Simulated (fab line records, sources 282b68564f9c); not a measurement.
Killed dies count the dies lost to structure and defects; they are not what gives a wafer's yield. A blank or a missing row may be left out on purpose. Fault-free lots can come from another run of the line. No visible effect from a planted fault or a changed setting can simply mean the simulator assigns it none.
fab line records	flow rit_cmos
record lots=5	wafers=23
route steps=202 shown ACTIVE@7 FOX1@20 NWELL@29 PWELL@46 WELLDRIVE@50 NRETRO@54 PRETRO@65
start_h: hours from the record's opening day to when the first of the lot's shown wafers began	wait_h: hours elapsed since this lot's preceding step	" repeats the value in the row above	L1.1+2: a single row standing in for several wafers	- either no value or no given start	* or withheld: withheld	< > ~ a bound
route shown NAME@n: NAME is a module with steps in the file, n the number in the route of the first one	usual: mean and standard deviation over wafers with no fault	same: alike in all rows	chamber/n: place in a boat	sites: the reading at each site	_std_site: the values' standard deviation	_edge_site: the outer-site mean with the inner-site mean subtracted	radius_mm: for every site, how far away it sits from the centre of the wafer	mask NAME#n: copy n	behind: the tool/chamber that last shaped the wafer	hold: reason for holding the lot/hours on hold/outcome of the hold	device: whichever transistor did not switch (one of n, p or np)	end of line: tests of these same wafers at the route's end	a step with no rows: only its recipe	killed: dies that structure and defects cost at the first sort, which is not the same as the wafer's yield	map: per-die view of a wafer (x killed, . not killed, _ where there is no die)
set.NAME: the setting the step ran with; set.NAME@STEP: the setting that earlier step ran with	model.NAME: the simulator's own value behind a step, which no gauge read
lots where settings were altered on purpose, with a table for each step and a row for each wafer
## steps
# step RIT_ACTIVE_COAT_06
# recipe resist=NOVOLAK	spin_rpm=3250	resist_thk_nm=1000
lot.wafer	tool	chamber	start_h	wait_h	set.resist_thk_nm	model.NOVOLAK_of_ACTIVE_COAT_06.thk_nm
L078.1	litho_track-02	0	34.63	0.1	981.1	984.9
L078.2	"	0	"	"	981.1	986.1
L078.3+5	"	0	"	"	1000	1002
L078.6	"	0	"	"	1000	1005
L079.1	litho_track-01	0	39.39	0.1	1000	998.6
L079.2	"	0	"	"	1000	1000
L079.4	"	0	"	"	1000	996
L079.5	"	0	"	"	1000	996.9
L079.6	"	0	"	"	1000	997.1
L080.1	litho_track-02	0	43.87	0.1	1000	1001
L080.2	"	0	"	"	1023	1025
L080.3	"	0	"	"	1023	1027
L080.4	"	0	"	"	1000	1002
L080.5	"	0	"	"	1023	1026
L083.1	litho_track-03	0	61.65	0.1	1020	1023
L083.2	"	0	"	"	1000	1004
L083.3	"	0	"	"	1020	1026
L083.4	"	0	"	"	1000	1003
L083.6	"	0	"	"	1000	1001
L084.1	litho_track-03	0	64.28	0.1	1000	996.9
L084.4	"	0	"	"	1000	995.8
L084.6	"	0	"	"	1000	999
# step RIT_ACTIVE_EXPOSE_08
# recipe mask_id=M1	na=0.6	source_shape=conventional	sigma_outer=0.6	target_cd_nm=1400	dose_mj=225
lot.wafer	tool	chamber	start_h	wait_h	mask	set.dose_mj
L078.1+3+5	iline_stepper-01	0	35.05	0.2	M1#0	231
L078.2+6	"	0	"	"	M1#0	225
L079.1+2+4+5+6	iline_stepper-02	0	39.81	0.2	M1#0	225
L080.1+2+3+4+5	iline_stepper-02	0	44.17	0.1	M1#0	225
L083.1+4	iline_stepper-01	0	61.95	0.1	M1#0	216.6
L083.2+3+6	"	0	"	"	M1#0	225
L084.1+4+6	iline_stepper-01	0	64.58	0.1	M1#0	225
# step RIT_ACTIVE_PEB_09
# recipe resist=NOVOLAK	temp_c=withheld	time_s=withheld
# step RIT_ACTIVE_DEVELOP_10
# recipe resist=NOVOLAK	develop_time_s=48.04	dev_temp_c=23
lot.wafer	tool	chamber	start_h	wait_h	set.dose_mj@ACTIVE_EXPOSE_08	model.ACTIVE.cd_nm
L078.1	litho_track-02	0	-	-	231	1394
L078.2	"	0	"	"	225	1401
L078.3	"	0	"	"	231	1395
L078.5	"	0	"	"	231	1396
L078.6	"	0	"	"	225	1402
L079.1	litho_track-02	0	-	-	225	1401
L079.2+5	"	0	"	"	225	1398
L079.4	"	0	"	"	225	1399
L079.6	"	0	"	"	225	1400
L080.1	litho_track-03	0	-	-	225	1401
L080.2+3	"	0	"	"	225	1404
L080.4	"	0	"	"	225	1400
L080.5	"	0	"	"	225	1402
L083.1	litho_track-02	0	-	-	216.6	1408
L083.2+6	"	0	"	"	225	1398
L083.3	"	0	"	"	225	1400
L083.4	"	0	"	"	216.6	1409
L084.1	litho_track-02	0	-	-	225	1401
L084.4	"	0	"	"	225	1399
L084.6	"	0	"	"	225	1400
# step RIT_ACTIVE_CD_MEAS_11
# recipe target_cd_nm=1400
# usual cd_nm=1400.0/2.2
lot.wafer	tool	chamber	start_h	wait_h	set.dose_mj@ACTIVE_EXPOSE_08	cd_nm
L078.1	cd_sem-02	-	35.45	-	231	1394.5
L078.2	"	-	"	"	225	1401.1
L078.3	"	-	"	"	231	1395.2
L078.5	"	-	"	"	231	1395.8
L078.6	"	-	"	"	225	1402.1
L079.1	cd_sem-02	-	40.21	-	225	1401.1
L079.2	"	-	"	"	225	1398.5
L079.4	"	-	"	"	225	1398.4
L079.5	"	-	"	"	225	1397.6
L079.6	"	-	"	"	225	1399.9
L080.1	cd_sem-02	-	44.57	-	225	1401.4
L080.2	"	-	"	"	225	1404.4
L080.3	"	-	"	"	225	1404.3
L080.4	"	-	"	"	225	1400.3
L080.5	"	-	"	"	225	1401.8
L083.1	cd_sem-02	-	62.35	-	216.6	1407.5
L083.2	"	-	"	"	225	1398.8
L083.3	"	-	"	"	225	1400.1
L083.4	"	-	"	"	216.6	1409.1
L083.6	"	-	"	"	225	1397.9
L084.1	cd_sem-01	-	64.98	-	225	1400.8
L084.4	"	-	"	"	225	1399.4
L084.6	"	-	"	"	225	1400.3
# step RIT_ACTIVE_HARDBAKE_12
# recipe resist=NOVOLAK	temp_c=140	time_s=60
lot.wafer	tool	chamber	start_h	wait_h	set.resist_thk_nm@ACTIVE_COAT_06	model.NOVOLAK_of_ACTIVE_COAT_06.thk_nm
L078.1	litho_track-03	0	35.57	0.1	981.1	870.6
L078.2	"	0	"	"	981.1	871.7
L078.3	"	0	"	"	1000	885.7
L078.5	"	0	"	"	1000	885.8
L078.6	"	0	"	"	1000	888.2
L079.1	litho_track-01	0	40.33	0.1	1000	882.5
L079.2	"	0	"	"	1000	883.8
L079.4	"	0	"	"	1000	880.3
L079.5	"	0	"	"	1000	881.1
L079.6	"	0	"	"	1000	881.3
L080.1	litho_track-01	0	44.69	0.1	1000	884.4
L080.2	"	0	"	"	1023	906
L080.3	"	0	"	"	1023	907.7
L080.4	"	0	"	"	1000	886
L080.5	"	0	"	"	1023	906.4
L083.1	litho_track-02	0	62.47	0.1	1020	903.8
L083.2	"	0	"	"	1000	887.7
L083.3	"	0	"	"	1020	906.4
L083.4	"	0	"	"	1000	886.1
L083.6	"	0	"	"	1000	885
L084.1	litho_track-02	0	65.10	0.1	1000	881
L084.4	"	0	"	"	1000	880
L084.6	"	0	"	"	1000	882.9
# step RIT_ACTIVE_ETCH_13
# recipe stop_on=SiO2	chemistry=SF6	target=Si3N4	time_s=210	over_etch_frac=0.4	SF6_flow_sccm=200	pressure_mtorr=260	rf_w=125	target_depth_a=2100
lot.wafer	tool	chamber	start_h	wait_h	set.resist_thk_nm@ACTIVE_COAT_06	model.NOVOLAK_of_ACTIVE_COAT_06.thk_nm
L078.1	rie_diel-04	0	35.72	0.1	981.1	645.7
L078.2	"	2	"	"	981.1	648.2
L078.3	"	1	"	"	1000	656.4
L078.5	"	2	"	"	1000	662.3
L078.6	"	1	"	"	1000	660.6
L079.1	rie_diel-03	0	40.48	0.1	1000	648.2
L079.2	"	2	"	"	1000	651.1
L079.4	"	1	"	"	1000	645.1
L079.5	"	0	"	"	1000	647.7
L079.6	"	3	"	"	1000	647.6
L080.1	rie_diel-04	3	44.84	0.1	1000	662
L080.2	"	1	"	"	1023	675.8
L080.3	"	2	"	"	1023	681.8
L080.4	"	0	"	"	1000	659.5
L080.5	"	0	"	"	1023	677.6
L083.1	rie_diel-03	1	62.62	0.1	1020	667
L083.2	"	0	"	"	1000	655.6
L083.3	"	2	"	"	1020	674.3
L083.4	"	3	"	"	1000	653.8
L083.6	"	0	"	"	1000	651.3
L084.1	rie_diel-04	1	65.25	0.1	1000	654.6
L084.4	"	0	"	"	1000	655.2
L084.6	"	3	"	"	1000	660.3
# step RIT_ACTIVE_STRIP_14
# recipe chemistry=O2	time_s=180	resist=NOVOLAK	platen_temp_c=withheld	power_w=500	pressure_mtorr=4000	o2_flow_sccm=4000
# step RIT_ACTIVE_CD_MEAS_90
# recipe target_cd_nm=1400
# usual cd_nm=1400.0/2.3
lot.wafer	tool	chamber	start_h	wait_h	set.dose_mj@ACTIVE_EXPOSE_08	cd_nm
L078.1	cd_sem-02	-	36.03	0.1	231	1394.0
L078.2	"	-	"	"	225	1400.9
L078.3	"	-	"	"	231	1395.0
L078.5	"	-	"	"	231	1395.9
L078.6	"	-	"	"	225	1402.3
L079.1	cd_sem-01	-	40.79	0.1	225	1400.1
L079.2	"	-	"	"	225	1398.2
L079.4	"	-	"	"	225	1398.4
L079.5	"	-	"	"	225	1397.3
L079.6	"	-	"	"	225	1399.7
L080.1	cd_sem-02	-	45.15	0.1	225	1401.2
L080.2	"	-	"	"	225	1403.8
L080.3	"	-	"	"	225	1404.4
L080.4	"	-	"	"	225	1399.9
L080.5	"	-	"	"	225	1402.1
L083.1	cd_sem-01	-	62.93	0.1	216.6	1407.9
L083.2	"	-	"	"	225	1398.5
L083.3	"	-	"	"	225	1400.3
L083.4	"	-	"	"	216.6	1408.8
L083.6	"	-	"	"	225	1398.2
L084.1	cd_sem-01	-	65.56	0.1	225	1400.3
L084.4	"	-	"	"	225	1399.5
L084.6	"	-	"	"	225	1400.6
# step RIT_FOX1_OXIDATION_00
# recipe temp_c=1100	ambient=H2O	target_thk_a=3507	p_h2o_torr=720	ox_time_s=1130
lot.wafer	tool	chamber	start_h	wait_h	set.temp_c	model.SiO2_of_FOX1_OXIDATION_00.thk_nm
L078.1	-	-	-	0.1	1100	348.4
L078.2+5	"	-	"	"	1100	346.9
L078.3	"	-	"	"	1100	342.5
L078.6	"	-	"	"	1100	347.7
L079.1	-	-	-	2.0	1086	329.5
L079.2	"	-	"	"	1086	327.1
L079.4	"	-	"	"	1086	325.8
L079.5	"	-	"	"	1086	324.1
L079.6	"	-	"	"	1086	327.5
L080.1	-	-	-	0.7	1070	298.5
L080.2	"	-	"	"	1070	294.3
L080.3	"	-	"	"	1070	293.7
L080.4	"	-	"	"	1070	293.8
L080.5	"	-	"	"	1070	300.8
L083.1	-	-	-	0.0	1083	313.1
L083.2	"	-	"	"	1083	309.8
L083.3	"	-	"	"	1083	316.3
L083.4	"	-	"	"	1083	316.9
L083.6	"	-	"	"	1083	318.3
L084.1	furnace-01	0	67.47	1.4	1100	350.8
L084.4	"	0	"	"	1100	353
L084.6	"	0	"	"	1100	354.5
# step RIT_FOX1_THK_MEAS_01
# recipe reads=SiO2_of_FOX1_OXIDATION_00
# usual FOX1_OXIDE_THK=350/6.6
lot.wafer	tool	chamber	start_h	wait_h	set.temp_c@FOX1_OXIDATION_00	FOX1_OXIDE_THK[nm]
L078.1	film_metro-01	-	-	-	1100	348
L078.2	"	-	"	"	1100	347
L078.3	"	-	"	"	1100	343
L078.5	"	-	"	"	1100	347
L078.6	"	-	"	"	1100	348
L079.1	film_metro-03	-	-	-	1086	330
L079.2	"	-	"	"	1086	327
L079.4	"	-	"	"	1086	326
L079.5	"	-	"	"	1086	324
L079.6	"	-	"	"	1086	327
L080.1	film_metro-01	-	-	-	1070	299
L080.2	"	-	"	"	1070	294
L080.3	"	-	"	"	1070	294
L080.4	"	-	"	"	1070	294
L080.5	"	-	"	"	1070	301
L083.1	film_metro-04	-	-	-	1083	313
L083.2	"	-	"	"	1083	310
L083.3	"	-	"	"	1083	316
L083.4	"	-	"	"	1083	317
L083.6	"	-	"	"	1083	318
L084.1	film_metro-01	-	68.78	0.0	1100	351
L084.4	"	-	"	"	1100	353
L084.6	"	-	"	"	1100	355
# step RIT_NWELL_COAT_01
# recipe resist=NOVOLAK	spin_rpm=2000	resist_thk_nm=1300
lot.wafer	tool	chamber	start_h	wait_h	set.spin_rpm	model.NOVOLAK_of_NWELL_COAT_01.thk_nm
L078.1	litho_track-04	0	40.94	0.1	1877	1343
L078.2	"	0	"	"	1877	1342
L078.3	"	0	"	"	1877	1340
L078.5	"	0	"	"	2000	1300
L078.6	"	0	"	"	2000	1298
L079.1	litho_track-01	0	47.42	0.1	1859	1345
L079.2	"	0	"	"	2000	1298
L079.4	"	0	"	"	1859	1348
L079.5	"	0	"	"	1859	1349
L079.6	"	0	"	"	2000	1296
L080.1	litho_track-04	0	50.29	0.1	2065	1276
L080.2	"	0	"	"	2000	1299
L080.3	"	0	"	"	2065	1279
L080.4	"	0	"	"	2000	1296
L080.5	"	0	"	"	2000	1297
L083.1+6	litho_track-02	0	68.48	0.1	2000	1302
L083.2	"	0	"	"	1955	1316
L083.3	"	0	"	"	1955	1315
L083.4	"	0	"	"	2000	1297
L084.1	litho_track-02	0	71.54	0.1	2000	1301
L084.4	"	0	"	"	2000	1303
L084.6	"	0	"	"	2000	1296
# step RIT_NWELL_SOFTBAKE_02
# recipe resist=NOVOLAK	temp_c=90	time_s=60
# step RIT_NWELL_EXPOSE_03
# recipe mask_id=M2	na=0.57	target_cd_nm=43900	dose_mj=250
# step RIT_NWELL_DEVELOP_05
# recipe resist=NOVOLAK	develop_time_s=68	dev_temp_c=23
# step RIT_NWELL_HARDBAKE_07
# recipe resist=NOVOLAK	temp_c=140	time_s=120
lot.wafer	tool	chamber	start_h	wait_h	set.spin_rpm@NWELL_COAT_01	model.NOVOLAK_of_NWELL_COAT_01.thk_nm
L078.1	litho_track-04	0	41.83	0.0	1877	1174
L078.2	"	0	"	"	1877	1173
L078.3	"	0	"	"	1877	1171
L078.5	"	0	"	"	2000	1137
L078.6	"	0	"	"	2000	1135
L079.1	litho_track-02	0	48.18	0.0	1859	1175
L079.2	"	0	"	"	2000	1135
L079.4	"	0	"	"	1859	1178
L079.5	"	0	"	"	1859	1179
L079.6	"	0	"	"	2000	1134
L080.1	litho_track-04	0	51.19	0.0	2065	1116
L080.2	"	0	"	"	2000	1136
L080.3	"	0	"	"	2065	1119
L080.4	"	0	"	"	2000	1133
L080.5	"	0	"	"	2000	1134
L083.1+6	litho_track-04	0	69.59	0.2	2000	1139
L083.2	"	0	"	"	1955	1151
L083.3	"	0	"	"	1955	1150
L083.4	"	0	"	"	2000	1135
L084.1	litho_track-02	0	72.31	0.0	2000	1138
L084.4	"	0	"	"	2000	1139
L084.6	"	0	"	"	2000	1134
# step RIT_NWELL_IMPLANT_08
# recipe species=P	energy_kev=170	dose_cm2=5e+13	tilt_deg=7
lot.wafer	tool	chamber	start_h	wait_h	set.dose_cm2
L078.1+3+6	implanter-03	0	42.08	0.2	5e+13
L078.2+5	"	0	"	"	5.141e+13
L079.1+2	implanter-03	0	48.43	0.2	5e+13
L079.4+5+6	"	0	"	"	4.848e+13
L080.1+2+4	implanter-04	0	51.44	0.2	4.672e+13
L080.3+5	"	0	"	"	5e+13
L083.1+2+3	implanter-04	0	69.84	0.2	4.641e+13
L083.4+6	"	0	"	"	5e+13
L084.1+4+6	implanter-04	0	72.56	0.2	5e+13
# step RIT_PWELL_HARDBAKE_07
# recipe resist=NOVOLAK	temp_c=140	time_s=120
lot.wafer	tool	chamber	start_h	wait_h	set.temp_c
L078.1+2+6	litho_track-03	0	43.51	0.0	140
L078.3+5	"	0	"	"	142.7
L079.1+4+6	litho_track-03	0	49.73	0.0	140
L079.2+5	"	0	"	"	138.2
L080.1+3+4	litho_track-03	0	52.86	0.0	140
L080.2+5	"	0	"	"	137.6
L083.1+2+3+4+6	litho_track-02	0	71.14	0.0	140
L084.1+4+6	litho_track-04	0	73.86	0.0	140
# step RIT_PWELL_IMPLANT_08
# recipe species=B	energy_kev=167.3	dose_cm2=7e+13	tilt_deg=7
# step RIT_PWELL_STRIP_09
# recipe chemistry=O2	time_s=180	resist=NOVOLAK	platen_temp_c=withheld	power_w=500	pressure_mtorr=4000	o2_flow_sccm=4000
# step RIT_WELLDRIVE_ANNEAL_00
# recipe temp_c=1100	time_s=14700	ambient=N2
# step RIT_WELLDRIVE_RS_MEAS_01
# recipe thk_meas_gauge=four-point-probe
# usual NWELL_RS=275.7/0.71
lot.wafer	tool	chamber	start_h	wait_h	set.dose_cm2@NWELL_IMPLANT_08	NWELL_RS[ohm/sq]
L078.1	film_metro-02	-	50.02	0.0	5e+13	275.7
L078.2	"	-	"	"	5.141e+13	271.7
L078.3	"	-	"	"	5e+13	275.9
L078.5	"	-	"	"	5.141e+13	270.9
L078.6	"	-	"	"	5e+13	276.2
L079.1	film_metro-01	-	56.84	0.0	5e+13	275.7
L079.2	"	-	"	"	5e+13	276.3
L079.4	"	-	"	"	4.848e+13	281.1
L079.5	"	-	"	"	4.848e+13	280.7
L079.6	"	-	"	"	4.848e+13	282.5
L080.1	film_metro-01	-	60.66	0.0	4.672e+13	286.6
L080.2	"	-	"	"	4.672e+13	285.9
L080.3	"	-	"	"	5e+13	275.0
L080.4	"	-	"	"	4.672e+13	286.3
L080.5	"	-	"	"	5e+13	274.4
L083.1	film_metro-04	-	77.48	0.0	4.641e+13	287.8
L083.2	"	-	"	"	4.641e+13	287.3
L083.3	"	-	"	"	4.641e+13	287.0
L083.4	"	-	"	"	5e+13	275.4
L083.6	"	-	"	"	5e+13	276.5
L084.1	film_metro-04	-	79.69	0.0	5e+13	275.0
L084.4	"	-	"	"	5e+13	275.3
L084.6	"	-	"	"	5e+13	275.0
# step RIT_NRETRO_COAT_01
# recipe resist=NOVOLAK	spin_rpm=2000	resist_thk_nm=1300
lot.wafer	tool	chamber	start_h	wait_h	set.spin_rpm	model.NOVOLAK_of_NRETRO_COAT_01.thk_nm
L078.1	litho_track-01	0	50.41	0.1	2000	1302
L078.2	"	0	"	"	2000	1301
L078.3+5	"	0	"	"	1904	1336
L078.6	"	0	"	"	1904	1335
L079.1	litho_track-04	0	57.23	0.1	2000	1304
L079.2	"	0	"	"	2000	1299
L079.4	"	0	"	"	2000	1297
L079.5	"	0	"	"	2000	1298
L079.6	"	0	"	"	2000	1300
L080.1	litho_track-04	0	61.05	0.1	2000	1304
L080.2	"	0	"	"	2000	1305
L080.3+4	"	0	"	"	2000	1303
L080.5	"	0	"	"	2000	1309
L083.1	litho_track-01	0	77.87	0.1	2000	1298
L083.2	"	0	"	"	2000	1297
L083.3	"	0	"	"	2110	1260
L083.4	"	0	"	"	2000	1299
L083.6	"	0	"	"	2110	1265
L084.1+4+6	litho_track-03	0	80.08	0.1	2000	1303
# step RIT_NRETRO_SOFTBAKE_02
# recipe resist=NOVOLAK	temp_c=90	time_s=60
# step RIT_NRETRO_EXPOSE_03
# recipe mask_id=M4	na=0.57	target_cd_nm=43900	dose_mj=250
# step RIT_NRETRO_DEVELOP_05
# recipe resist=NOVOLAK	develop_time_s=68	dev_temp_c=23
# step RIT_NRETRO_HARDBAKE_07
# recipe resist=NOVOLAK	temp_c=140	time_s=120
lot.wafer	tool	chamber	start_h	wait_h	set.spin_rpm@NRETRO_COAT_01	model.NOVOLAK_of_NRETRO_COAT_01.thk_nm
L078.1	litho_track-01	0	51.30	0.0	2000	1139
L078.2	"	0	"	"	2000	1138
L078.3+5	"	0	"	"	1904	1168
L078.6	"	0	"	"	1904	1167
L079.1	litho_track-01	0	58.12	0.0	2000	1140
L079.2	"	0	"	"	2000	1136
L079.4	"	0	"	"	2000	1134
L079.5	"	0	"	"	2000	1135
L079.6	"	0	"	"	2000	1137
L080.1+3+4	litho_track-04	0	61.81	0.0	2000	1140
L080.2	"	0	"	"	2000	1141
L080.5	"	0	"	"	2000	1145
L083.1	litho_track-04	0	78.63	0.0	2000	1135
L083.2	"	0	"	"	2000	1134
L083.3	"	0	"	"	2110	1102
L083.4	"	0	"	"	2000	1136
L083.6	"	0	"	"	2110	1107
L084.1	litho_track-03	0	81.00	0.1	2000	1139
L084.4+6	"	0	"	"	2000	1140
# step RIT_NRETRO_IMPLANT_08
# recipe species=P	energy_kev=70	dose_cm2=1e+13	tilt_deg=7
lot.wafer	tool	chamber	start_h	wait_h	set.energy_kev	model.implant.rp_nm	model.implant.drp_nm
L078.1+5+6	implanter-01	0	51.55	0.2	70	85.2	33.94
L078.2+3	"	0	"	"	66.9	81.32	32.65
L079.1+5+6	implanter-03	0	58.37	0.2	70	85.22	33.94
L079.2+4	"	0	"	"	66.6	80.97	32.53
L080.1+5	implanter-01	0	62.06	0.2	72.65	90.12	35.02
L080.2+3+4	"	0	"	"	70	86.74	33.94
L083.1+2+6	implanter-03	0	78.88	0.2	70	86.23	33.94
L083.3+4	"	0	"	"	67	82.43	32.69
L084.1+4+6	implanter-01	0	81.25	0.2	70	85.07	33.94
# step RIT_PRETRO_COAT_01
# recipe resist=NOVOLAK	spin_rpm=2000	resist_thk_nm=1300
lot.wafer	tool	chamber	start_h	wait_h	set.spin_rpm	model.NOVOLAK_of_PRETRO_COAT_01.thk_nm
L078.1	litho_track-01	0	52.31	0.1	1962	1315
L078.2+6	"	0	"	"	2000	1302
L078.3	"	0	"	"	1962	1314
L078.5	"	0	"	"	2000	1301
L079.1+4	litho_track-02	0	58.91	0.1	1907	1339
L079.2	"	0	"	"	1907	1334
L079.5	"	0	"	"	2000	1308
L079.6	"	0	"	"	2000	1305
L080.1+5	litho_track-01	0	62.60	0.1	2000	1306
L080.2	"	0	"	"	1927	1327
L080.3	"	0	"	"	1927	1330
L080.4	"	0	"	"	2000	1305
L083.1	litho_track-02	0	79.42	0.1	2000	1300
L083.2+4	"	0	"	"	2081	1280
L083.3	"	0	"	"	2000	1304
L083.6	"	0	"	"	2000	1308
L084.1	litho_track-01	0	81.80	0.1	2000	1301
L084.4	"	0	"	"	2000	1302
L084.6	"	0	"	"	2000	1304
# step RIT_PRETRO_SOFTBAKE_02
# recipe resist=NOVOLAK	temp_c=90	time_s=60
# step RIT_PRETRO_EXPOSE_03
# recipe mask_id=M5	na=0.57	target_cd_nm=43700	dose_mj=250
# step RIT_PRETRO_DEVELOP_05
# recipe resist=NOVOLAK	develop_time_s=67.14	dev_temp_c=23
# step RIT_PRETRO_HARDBAKE_07
# recipe resist=NOVOLAK	temp_c=140	time_s=120
lot.wafer	tool	chamber	start_h	wait_h	set.spin_rpm@PRETRO_COAT_01	model.NOVOLAK_of_PRETRO_COAT_01.thk_nm
L078.1	litho_track-03	0	53.20	0.0	1962	1150
L078.2+6	"	0	"	"	2000	1139
L078.3	"	0	"	"	1962	1149
L078.5	"	0	"	"	2000	1138
L079.1	litho_track-02	0	59.67	0.0	1907	1170
L079.2	"	0	"	"	1907	1166
L079.4	"	0	"	"	1907	1171
L079.5	"	0	"	"	2000	1144
L079.6	"	0	"	"	2000	1141
L080.1+5	litho_track-02	0	63.39	0.0	2000	1142
L080.2	"	0	"	"	1927	1161
L080.3	"	0	"	"	1927	1163
L080.4	"	0	"	"	2000	1141
L083.1	litho_track-03	0	80.38	0.2	2000	1137
L083.2	"	0	"	"	2081	1119
L083.3	"	0	"	"	2000	1141
L083.4	"	0	"	"	2081	1120
L083.6	"	0	"	"	2000	1144
L084.1	litho_track-01	0	82.60	0.0	2000	1138
L084.4	"	0	"	"	2000	1139
L084.6	"	0	"	"	2000	1140
## key
split step=RIT_ACTIVE_COAT_06	setting=resist_thk_nm	stated=1000	by=wafer
response step=RIT_ACTIVE_COAT_06	reading=model.NOVOLAK_of_ACTIVE_COAT_06.thk_nm	change=+10.4	per=1%	r=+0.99
response step=RIT_ACTIVE_HARDBAKE_12	reading=model.NOVOLAK_of_ACTIVE_COAT_06.thk_nm	change=+9.05	per=1%	r=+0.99
response step=RIT_ACTIVE_ETCH_13	reading=model.NOVOLAK_of_ACTIVE_COAT_06.thk_nm	change=+7.69	per=1%	r=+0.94
split step=RIT_ACTIVE_EXPOSE_08	setting=dose_mj	stated=225	by=wafer
response step=RIT_ACTIVE_DEVELOP_10	reading=model.ACTIVE.cd_nm	change=-2.48	per=1%	r=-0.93
response step=RIT_ACTIVE_CD_MEAS_11	reading=cd_nm	change=-2.47	per=1%	r=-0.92
response step=RIT_ACTIVE_CD_MEAS_90	reading=cd_nm	change=-2.5	per=1%	r=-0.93
split step=RIT_FOX1_OXIDATION_00	setting=temp_c	stated=1100	by=lot
response step=RIT_FOX1_OXIDATION_00	reading=model.SiO2_of_FOX1_OXIDATION_00.thk_nm	change=+19.5	per=1%	r=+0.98
response step=RIT_FOX1_THK_MEAS_01	reading=FOX1_OXIDE_THK	change=+19.5	per=1%	r=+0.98
split step=RIT_NWELL_COAT_01	setting=spin_rpm	stated=2000	by=wafer
response step=RIT_NWELL_COAT_01	reading=model.NOVOLAK_of_NWELL_COAT_01.thk_nm	change=-6.89	per=1%	r=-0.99
response step=RIT_NWELL_HARDBAKE_07	reading=model.NOVOLAK_of_NWELL_COAT_01.thk_nm	change=-5.93	per=1%	r=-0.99
split step=RIT_NWELL_IMPLANT_08	setting=dose_cm2	stated=5e+13	by=wafer
response step=RIT_WELLDRIVE_RS_MEAS_01	reading=NWELL_RS	change=-1.68	per=1%	r=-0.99
split step=RIT_PWELL_HARDBAKE_07	setting=temp_c	stated=140	by=wafer
response none clear
split step=RIT_NRETRO_COAT_01	setting=spin_rpm	stated=2000	by=wafer
response step=RIT_NRETRO_COAT_01	reading=model.NOVOLAK_of_NRETRO_COAT_01.thk_nm	change=-6.72	per=1%	r=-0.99
response step=RIT_NRETRO_HARDBAKE_07	reading=model.NOVOLAK_of_NRETRO_COAT_01.thk_nm	change=-5.78	per=1%	r=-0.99
split step=RIT_NRETRO_IMPLANT_08	setting=energy_kev	stated=70	by=wafer
response step=RIT_NRETRO_IMPLANT_08	reading=model.implant.rp_nm	change=+0.881	per=1%	r=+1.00
response step=RIT_NRETRO_IMPLANT_08	reading=model.implant.drp_nm	change=+0.289	per=1%	r=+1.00
split step=RIT_PRETRO_COAT_01	setting=spin_rpm	stated=2000	by=wafer
response step=RIT_PRETRO_COAT_01	reading=model.NOVOLAK_of_PRETRO_COAT_01.thk_nm	change=-6.36	per=1%	r=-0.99
response step=RIT_PRETRO_HARDBAKE_07	reading=model.NOVOLAK_of_PRETRO_COAT_01.thk_nm	change=-5.48	per=1%	r=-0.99
